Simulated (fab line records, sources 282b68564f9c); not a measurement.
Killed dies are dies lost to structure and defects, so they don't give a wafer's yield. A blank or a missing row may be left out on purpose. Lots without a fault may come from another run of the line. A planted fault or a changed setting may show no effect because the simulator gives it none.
fab line records | flow rit_cmos
record lots=15 wafers=45 last_day=8
route steps=202 shown NRETRO@61 M1@202
lots that met no fault: from a run of the same line without faults
start_h: hours from the record's first day to the start of the lot's first wafer shown | wait_h: hours since the lot's step before | " the same as in the row above | L1.1+2: a row that stands for several wafers | - no value, or no start given | * or withheld: withheld | < > ~ a bound
route shown NAME@n: a module of which the file shows steps, and the number in the route of the first | usual: mean/standard deviation of fault-free wafers | same: alike in all rows | chamber/n: place in a boat | sites: the reading at each site | _std_site: their standard deviation | _edge_site: outer sites' mean less inner sites' | radius_mm: how far each site lies from the wafer's centre | mask NAME#n: copy n | behind: the tool/chamber that last shaped the wafer | hold: why the lot was held/for how many hours/how that ended | device: the transistor (n, p or np) that didn't switch | end of line: the same wafers' tests at the end of the route | a step without rows: its recipe alone | killed: dies lost to structure and defects at the first sort, not the wafer's yield | map: a wafer's dies, x killed, . not, _ none there
set.NAME: the setting as run; set.NAME@STEP: as run at that earlier step | model.NAME: the simulator's own value behind a step, which no gauge read
steps of the route over a sample of lots; a table a step, a row a wafer
services: from which hour (start_h, from the record's first day; less than 0 if before it) a tool's chamber was out of use, for how many hours, and why
## steps
# step RIT_NRETRO_IMPLANT_08
# recipe species=P energy_kev=70 dose_cm2=1e+13 tilt_deg=7
# usual beam_on_s=10.01/0.19
# columns lot.wafer tool chamber start_h wait_h beam_on_s
L421.2 implanter-04 0 30.34 0.2 9.71
L421.4 " 0 " " 10.38
L421.6 " 0 " " 9.86
L422.1 implanter-04 0 36.70 0.2 9.92
L422.3 " 0 " " 10.39
L422.4 " 0 " " 10.05
L423.1 implanter-03 0 46.08 0.2 9.81
L423.3 " 0 " " 9.90
L423.5 " 0 " " 10.01
L424.2 implanter-04 0 51.33 0.2 9.94
L424.3 " 0 " " 9.97
L424.4 " 0 " " 9.99
L425.1 implanter-04 0 58.18 0.2 10.46
L425.2 " 0 " " 9.79
L425.5 " 0 " " 9.93
L426.2 implanter-04 0 63.11 0.2 10.08
L426.3 " 0 " " 10.29
L426.5 " 0 " " 10.20
L427.1 implanter-02 0 66.07 0.2 9.88
L427.4 " 0 " " 10.02
L427.5 " 0 " " 10.00
L428.2 implanter-04 0 71.25 0.2 9.90
L428.4 " 0 " " 9.64
L428.6 " 0 " " 10.07
L428.2 implanter-04 0 71.57 0.3 9.94
L428.4 " 0 " " 10.17
L428.6 " 0 " " 10.28
L429.2 implanter-02 0 74.49 0.2 9.96
L429.3 " 0 " " 9.83
L429.4 " 0 " " 9.82
L429.2 implanter-02 0 75.07 0.6 9.93
L429.3 " 0 " " 9.72
L429.4 " 0 " " 9.57
L430.4 implanter-02 0 79.62 0.2 10.14
L430.5 " 0 " " 10.05
L430.6 " 0 " " 10.35
L434.1 implanter-04 0 100.31 0.2 9.94
L434.2 " 0 " " 10.12
L434.3 " 0 " " 10.04
L434.1 implanter-04 0 100.63 0.3 9.87
L434.2 " 0 " " 9.77
L434.3 " 0 " " 10.28
L439.1 implanter-02 0 124.33 0.2 9.77
L439.3 " 0 " " 10.01
L439.5 " 0 " " 10.35
L440.1 implanter-03 0 128.67 0.2 10.13
L440.2 " 0 " " 10.25
L440.3 " 0 " " 10.42
L441.2 implanter-03 0 133.08 0.2 10.27
L441.3 " 0 " " 10.19
L441.5 " 0 " " 9.80
L443.4 implanter-04 0 141.46 0.2 10.11
L443.5 " 0 " " 9.85
L443.6 " 0 " " 9.92
# step RIT_NRETRO_TW_MEAS_10
# usual NRETRO_TW=1045/8.5
# columns lot.wafer tool chamber start_h wait_h NRETRO_TW
L421.2 film_metro-04 - 30.65 0.1 1057
L421.4 " - " " 1057
L421.6 " - " " 1056
L422.1 film_metro-02 - 37.03 0.1 1035
L422.3 " - " " 1033
L422.4 " - " " 1034
L423.1 film_metro-04 - 46.41 0.1 1055
L423.3 " - " " 1050
L423.5 " - " " 1051
L424.2 film_metro-02 - 51.64 0.1 1033
L424.3 " - " " 1035
L424.4 " - " " 1028
L425.1 film_metro-04 - 58.50 0.1 1047
L425.2 " - " " 1046
L425.5 " - " " 1047
L426.2 film_metro-04 - 63.42 0.1 1045
L426.3 " - " " 1047
L426.5 " - " " 1047
L427.1 film_metro-02 - 66.40 0.1 1028
L427.4 " - " " 1029
L427.5 " - " " 1033
L428.2 film_metro-04 - 71.88 0.1 1301
L428.4 " - " " 1303
L428.6 " - " " 1306
L428.2 film_metro-04 - 72.10 0.2 1301
L428.4 " - " " 1303
L428.6 " - " " 1310
L429.2 film_metro-04 - 75.38 0.1 1304
L429.3 " - " " 1309
L429.4 " - " " 1304
L429.2 film_metro-04 - 75.61 0.2 1307
L429.3 " - " " 1304
L429.4 " - " " 1308
L430.4 film_metro-01 - 79.90 0.1 1052
L430.5 " - " " 1054
L430.6 " - " " 1057
L434.1 film_metro-01 - 100.95 0.1 1316
L434.2 " - " " 1313
L434.3 " - " " 1317
L434.1 film_metro-01 - 101.18 0.2 1318
L434.2 " - " " 1316
L434.3 " - " " 1313
L439.1 film_metro-04 - 124.65 0.1 1047
L439.3 " - " " 1042
L439.5 " - " " 1046
L440.1 film_metro-04 - 128.99 0.1 1051
L440.2 " - " " 1050
L440.3 " - " " 1043
L441.2 film_metro-02 - 133.39 0.1 1032
L441.3 " - " " 1037
L441.5 " - " " 1034
L443.4 film_metro-04 - 141.74 0.1 1046
L443.5 " - " " 1049
L443.6 " - " " 1042
# step RIT_M1_PROBE_99
# usual killed_at_M0_to_M3=0.0/0.083 killed_at_contacts=0.1/0.23 killed_at_front_end=6.2/2.8 killed_dies=6.3/2.7 killed_open=3.1/2 killed_short=3.2/1.8
# same gross_dies=264 killed_at_M4_up=0 killed_at_back_side=0 killed_at_other=0
# columns lot.wafer tool chamber start_h wait_h killed_at_M0_to_M3 killed_at_contacts killed_at_front_end killed_dies killed_open killed_short
L429.2 prober-01 - 112.67 0.1 0 0 9 9 6 3
L429.3 prober-01 - 112.72 0.2 0 0 5 5 1 4
L429.4 prober-01 - 112.77 0.2 0 0 8 8 4 4
L434.1 prober-02 - 136.76 0.1 0 0 9 9 4 5
L434.2 prober-02 - 136.81 0.1 0 0 6 6 3 3
L434.3 prober-02 - 136.86 0.2 0 0 5 5 3 2
# killed by level:class
L429.2 FOX1:geometric_particle:open=3 GATE:geometric_particle:open=3 SILICIDE:geometric_particle:short=2 REOX:geometric_particle:short=1
L429.3 FOX2:geometric_particle:short=2 FOX1:geometric_particle:short=1 GATE:geometric_particle:short=1 SPACER:geometric_particle:open=1
L429.4 GATE:geometric_particle:open=4 FOX1:geometric_particle:short=2 GATE:geometric_particle:short=1 SPACER:geometric_particle:short=1
L434.1 GATE:geometric_particle:short=2 GATE:geometric_particle:open=2 SPACER:geometric_particle:short=2 FOX1:geometric_particle:open=1 SILICIDE:geometric_particle:short=1 SILICIDE:geometric_particle:open=1
L434.2 GATE:geometric_particle:open=2 FOX1:geometric_particle:open=1 FOX2:geometric_particle:short=1 GATE:geometric_particle:short=1 SILICIDE:geometric_particle:short=1
L434.3 GATE:geometric_particle:open=2 SILICIDE:geometric_particle:short=2 REOX:geometric_particle:open=1
## services
# columns tool chamber start_h hours kind
implanter-03 - 41.04 3.2 pm
implanter-03 - 59.08 37.7 repair
implanter-02 - 98.24 3.3 pm
implanter-02 - 102.77 3.7 pm
implanter-03 - 106.98 2.0 repair
implanter-04 - 108.97 5.6 repair
implanter-02 - 134.19 20.5 pm
## key
first_sign step=RIT_NRETRO_IMPLANT_08 reading=visit direction=added
effect step=RIT_NRETRO_TW_MEAS_10 reading=visit direction=added
effect step=RIT_NRETRO_TW_MEAS_10 reading=NRETRO_TW direction=up sigmas=31 usual=1045 struck=1308
met_at RIT_NRETRO_IMPLANT_08
struck_lots L428,L429,L434
tester_left_out L428,L429,L434
fault kind=repeated_step_whole tool=implanter-02,implanter-03,implanter-04 chamber=- onset_h=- steps=RIT_NRETRO_IMPLANT_08 times=1 scope=struck_lots_only
# tester_left_out: of these lots the tester's yield and bins aren't shown, on N5 and GAA mostly nor the transistor test; their killed dies are dies lost to structure and defects alone, not to doping, threshold or leakage, so they don't give the yield
